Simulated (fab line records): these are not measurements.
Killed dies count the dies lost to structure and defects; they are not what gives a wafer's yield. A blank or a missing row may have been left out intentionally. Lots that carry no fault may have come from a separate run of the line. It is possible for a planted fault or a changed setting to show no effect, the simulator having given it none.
Lot-split experiment :: flow ritCmos :: 23 wafers read from 5 lots, route of 202 steps

== SPLIT DETAILS ==
At RIT_SPACER_CVD_03 (deposits Si3N4 from SiH2Cl2/NH3, target thk 250 nm, time 3300 s), the setting timeS was moved away from the recipe's 3300 s on 20 of the 23 wafers read, by -7.0% to +14.7%. For the rest of the wafers, this setting stayed at what the recipe calls for.

== THE PATH FROM SPLIT TO READING: the file shows 1 step between them ==
- RIT_SPACER_THK_MEAS_04

== THE READING ==
oesProductAu, in a.u., at RIT_SPACER_ETCHBACK_05 (etches Si3N4 in SF6/CHF3, stops on SiO2, target depth 250 nm, time 240 s). Typical for fault-free wafers on this fab line: 0.847 a.u., with standard deviation 0.012 a.u.

wafer: L075.1
tool, chamber at the split: -, -
timeS as run, s: 3443
against the recipe: +4.3%
oesProductAu, a.u.: 0.856
against lot-mates on the recipe: no lot-mate on the recipe

wafer: L075.2
tool, chamber at the split: -, -
timeS as run, s: 3443
against the recipe: +4.3%
oesProductAu, a.u.: 0.874
against lot-mates on the recipe: no lot-mate on the recipe

wafer: L075.3
tool, chamber at the split: -, -
timeS as run, s: 3443
against the recipe: +4.3%
oesProductAu, a.u.: 0.872
against lot-mates on the recipe: no lot-mate on the recipe

wafer: L075.4
tool, chamber at the split: -, -
timeS as run, s: 3443
against the recipe: +4.3%
oesProductAu, a.u.: 0.872
against lot-mates on the recipe: no lot-mate on the recipe

wafer: L075.6
tool, chamber at the split: -, -
timeS as run, s: 3443
against the recipe: +4.3%
oesProductAu, a.u.: 0.885
against lot-mates on the recipe: no lot-mate on the recipe

wafer: L076.1
tool, chamber at the split: -, -
timeS as run, s: 3785
against the recipe: +14.7%
oesProductAu, a.u.: 0.950
against lot-mates on the recipe: no lot-mate on the recipe

wafer: L076.2
tool, chamber at the split: -, -
timeS as run, s: 3785
against the recipe: +14.7%
oesProductAu, a.u.: 0.941
against lot-mates on the recipe: no lot-mate on the recipe

wafer: L076.4
tool, chamber at the split: -, -
timeS as run, s: 3785
against the recipe: +14.7%
oesProductAu, a.u.: 0.944
against lot-mates on the recipe: no lot-mate on the recipe

wafer: L076.5
tool, chamber at the split: -, -
timeS as run, s: 3785
against the recipe: +14.7%
oesProductAu, a.u.: 0.944
against lot-mates on the recipe: no lot-mate on the recipe

wafer: L076.6
tool, chamber at the split: -, -
timeS as run, s: 3785
against the recipe: +14.7%
oesProductAu, a.u.: 0.937
against lot-mates on the recipe: no lot-mate on the recipe

wafer: L081.1
tool, chamber at the split: -, -
timeS as run, s: 3434
against the recipe: +4.1%
oesProductAu, a.u.: 0.886
against lot-mates on the recipe: no lot-mate on the recipe

wafer: L081.2
tool, chamber at the split: -, -
timeS as run, s: 3434
against the recipe: +4.1%
oesProductAu, a.u.: 0.856
against lot-mates on the recipe: no lot-mate on the recipe

wafer: L081.3
tool, chamber at the split: -, -
timeS as run, s: 3434
against the recipe: +4.1%
oesProductAu, a.u.: 0.886
against lot-mates on the recipe: no lot-mate on the recipe

wafer: L081.4
tool, chamber at the split: -, -
timeS as run, s: 3434
against the recipe: +4.1%
oesProductAu, a.u.: 0.869
against lot-mates on the recipe: no lot-mate on the recipe

wafer: L081.6
tool, chamber at the split: -, -
timeS as run, s: 3434
against the recipe: +4.1%
oesProductAu, a.u.: 0.900
against lot-mates on the recipe: no lot-mate on the recipe

wafer: L083.1
tool, chamber at the split: -, -
timeS as run, s: 3070
against the recipe: -7.0%
oesProductAu, a.u.: 0.812
against lot-mates on the recipe: no lot-mate on the recipe

wafer: L083.3
tool, chamber at the split: -, -
timeS as run, s: 3070
against the recipe: -7.0%
oesProductAu, a.u.: 0.799
against lot-mates on the recipe: no lot-mate on the recipe

wafer: L083.4
tool, chamber at the split: -, -
timeS as run, s: 3070
against the recipe: -7.0%
oesProductAu, a.u.: 0.803
against lot-mates on the recipe: no lot-mate on the recipe

wafer: L083.5
tool, chamber at the split: -, -
timeS as run, s: 3070
against the recipe: -7.0%
oesProductAu, a.u.: 0.796
against lot-mates on the recipe: no lot-mate on the recipe

wafer: L083.6
tool, chamber at the split: -, -
timeS as run, s: 3070
against the recipe: -7.0%
oesProductAu, a.u.: 0.798
against lot-mates on the recipe: no lot-mate on the recipe

wafer: L085.1
tool, chamber at the split: lpcvd-02, 0
timeS as run, s: 3300
against the recipe: recipe
oesProductAu, a.u.: 0.850
against lot-mates on the recipe: -

wafer: L085.2
tool, chamber at the split: lpcvd-02, 0
timeS as run, s: 3300
against the recipe: recipe
oesProductAu, a.u.: 0.817
against lot-mates on the recipe: -

wafer: L085.5
tool, chamber at the split: lpcvd-02, 0
timeS as run, s: 3300
against the recipe: recipe
oesProductAu, a.u.: 0.843
against lot-mates on the recipe: -

FIT RESULTS
A straight line over all 23 wafers: oesProductAu changes by +0.00663 a.u. for each +1% of timeS; r = +0.97; the points scatter about the line by 0.012 a.u.
Too few moved wafers have a lot-mate on the recipe to fit a line with each lot's own level taken away.

== THE WHOLE CHAIN: every reading that the file lists as answering this split, in the file's order ==
step: RIT_SPACER_CVD_03
what it does: deposits Si3N4 from SiH2Cl2/NH3, target thk 250 nm, time 3300 s
reading: Si3N4_of_SPACER_CVD_03.thkNm (the simulator's own value, which no gauge read)
change (the file's fit): +2.57 nm for each +1% of the setting
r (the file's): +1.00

step: RIT_SPACER_THK_MEAS_04
what it does: 
reading: SPACER_NITRIDE_THK
change (the file's fit): +2.57 for each +1% of the setting
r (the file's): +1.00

step: RIT_SPACER_ETCHBACK_05
what it does: etches Si3N4 in SF6/CHF3, stops on SiO2, target depth 250 nm, time 240 s
reading: oesProductAu
change (the file's fit): +0.00663 a.u. for each +1% of the setting
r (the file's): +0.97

step: RIT_SPACER_ETCHBACK_05
what it does: etches Si3N4 in SF6/CHF3, stops on SiO2, target depth 250 nm, time 240 s
reading: etch.depthNm (the simulator's own value, which no gauge read)
change (the file's fit): +2.57 nm for each +1% of the setting
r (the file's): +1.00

step: RIT_SPACER_ETCHBACK_05
what it does: etches Si3N4 in SF6/CHF3, stops on SiO2, target depth 250 nm, time 240 s
reading: Si3N4_of_SPACER_CVD_03.thkNm (the simulator's own value, which no gauge read)
change (the file's fit): +2.04 nm for each +1% of the setting
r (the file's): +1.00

== THE FILE'S OWN FIT ==
oesProductAu changes by +0.00663 a.u. for each +1% of timeS, r = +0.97.
